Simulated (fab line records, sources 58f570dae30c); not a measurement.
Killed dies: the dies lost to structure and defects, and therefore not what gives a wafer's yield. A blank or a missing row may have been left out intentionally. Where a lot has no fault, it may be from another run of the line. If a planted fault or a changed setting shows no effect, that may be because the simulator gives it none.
Check of tool commonality	flow berkeley cmos170	15 lots, 45 wafers sampled

== WHY IT WAS OPENED ==
UCB170_GATE_THK_MEAS_02, reading GATE_OXIDE_THK: flagged on 3 of 15 lots. Fault-free wafers read 6.57 nm, with a standard deviation of 0.11.
Rule: a lot gets a flag if all its wafers with a number sit over 4 standard deviations from that mean, or if no wafer of it has a number. The rest of the lots are taken to be sound.

lot	measured	on	GATE_OXIDE_THK (nm), wafer by wafer	flag
L995	day 5 16:00	film metro-02	6.57 6.61 6.41	
L996	day 6 03:04	film metro-03	6.69 6.78 6.69	
L997	day 6 17:29	film metro-02	6.67 6.62 6.62	
L999	day 6 17:29	film metro-01	6.66 6.63 6.61	
L101	day 7 00:16	film metro-02	6.49 6.47 6.47	
L100	day 7 00:17	film metro-01	6.54 6.66 6.60	
L998	day 7 03:31	film metro-02	6.57 6.62 6.62	
L102	day 7 15:03	film metro-02	6.56 6.45 6.53	
L103	day 7 15:03	film metro-01	6.73 6.57 6.72	
L104	day 7 15:03	film metro-03	6.60 6.64 6.46	
L105	day 8 02:56	film metro-01	6.52 6.43 6.32	
L106	day 8 09:13	film metro-03	5.40 5.26 5.42	FLAGGED
L107	day 8 09:13	film metro-02	5.27 5.20 5.19	FLAGGED
L108	day 8 09:13	film metro-01	5.36 5.24 5.24	FLAGGED
L115	day 9 23:42	film metro-02	6.34 6.36 6.37	
The numbers of the flagged lots are 5.29 nm on average: -1.28 nm against the usual, or -12 standard deviations.

== WHICH TOOL RAN EACH LOT ==
The record holds 2 process steps before the reading, out of a route of 331 steps. In each cell: the tool, then ch and the chambers that the sampled wafers went through, then the start.
lot	flag	UCB170_NWELL_ETCH_13	UCB170_GATE_OXIDATION_01
L995		rie diel-02 ch 0,1,3, day 2 05:14	furnace-04 ch 0, day 5 14:29
L996		rie diel-04 ch 0,1,3, day 2 15:06	furnace-03 ch 0, day 6 01:34
L997		rie diel-02 ch 1,2,3, day 2 20:41	furnace-04 ch 0, day 6 15:59
L999		rie diel-02 ch 0,1,2, day 3 00:18	furnace-04 ch 0, day 6 15:59
L101		rie diel-02 ch 2,3, day 3 08:53	furnace-03 ch 0, day 6 22:46
L100		rie diel-03 ch 1,2,3, day 3 06:51	furnace-03 ch 0, day 6 22:46
L998		rie diel-04 ch 0,1,3, day 3 00:32	furnace-01 ch 0, day 7 01:59
L102		rie diel-03 ch 1,3, day 3 17:33	furnace-01 ch 0, day 7 13:32
L103		rie diel-03 ch 1,2, day 3 20:20	furnace-01 ch 0, day 7 13:32
L104		rie diel-04 ch 0,1,3, day 4 02:19	furnace-01 ch 0, day 7 13:32
L105		rie diel-02 ch 0,1,2, day 4 08:13	furnace-04 ch 0, day 8 01:26
L106	FLAGGED	rie diel-03 ch 1,2, day 4 13:07	furnace-01 ch 0, day 8 07:43
L107	FLAGGED	rie diel-03 ch 0,1,2, day 4 21:23	furnace-01 ch 0, day 8 07:43
L108	FLAGGED	rie diel-02 ch 0,2, day 4 21:28	furnace-01 ch 0, day 8 07:43
L115		rie diel-03 ch 0,1,3, day 6 23:47	furnace-04 ch 0, day 9 22:12
What the steps here do:
- UCB170_NWELL_ETCH_13: etches Si3N4 in CH3F/Ar/O2, stops on SiO2, target depth 246.4 nm, time 154 s.
- UCB170_GATE_OXIDATION_01: target thk 6.6 nm, ox time 1800 s.
- UCB170_GATE_THK_MEAS_02

== FLAGGED AGAINST TOTAL, ONE TOOL AT A TIME (gauges that did the reading follow at the end) ==
step	tool	lots run	flagged	share of the flagged lots	sound lots run after its first flagged lot
UCB170_NWELL_ETCH_13	rie diel-02	6	1	some	0
UCB170_NWELL_ETCH_13	rie diel-03	6	2	some	1 (L115)
UCB170_NWELL_ETCH_13	rie diel-04	3	0	none	-
UCB170_GATE_OXIDATION_01	furnace-01	7	3	all	0
UCB170_GATE_OXIDATION_01	furnace-03	3	0	none	-
UCB170_GATE_OXIDATION_01	furnace-04	5	0	none	-
UCB170_GATE_THK_MEAS_02	film metro-01	5	1	some	0
UCB170_GATE_THK_MEAS_02	film metro-02	7	1	some	1 (L115)
UCB170_GATE_THK_MEAS_02	film metro-03	3	1	some	0

== THE TABLE: WHAT IT ALLOWS ==
In the table, 1 row covers all flagged lots: furnace-01 at UCB170_GATE_OXIDATION_01.
- furnace-01 at UCB170_GATE_OXIDATION_01 ran 7 lots, 3 of them flagged. Its last sound lot is L102 (day 7 13:32), its first flagged lot L106 (day 8 07:43): a fault that began between those two fits. Its own readings lie more than 4 standard deviations out on every wafer of the flagged lots: spike tc centre C, spike tc load C, spike tc source C, tube center temp C, tube_center_temp_C_max.
Just one tool remains: furnace-01 at UCB170_GATE_OXIDATION_01.

== WHAT THE SIMULATOR HAD PUT IN ==
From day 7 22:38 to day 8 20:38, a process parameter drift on furnace-01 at UCB170_GATE_OXIDATION_01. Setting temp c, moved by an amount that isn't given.
Struck lots among those shown: L106, L107, L108. The rule above found the same.
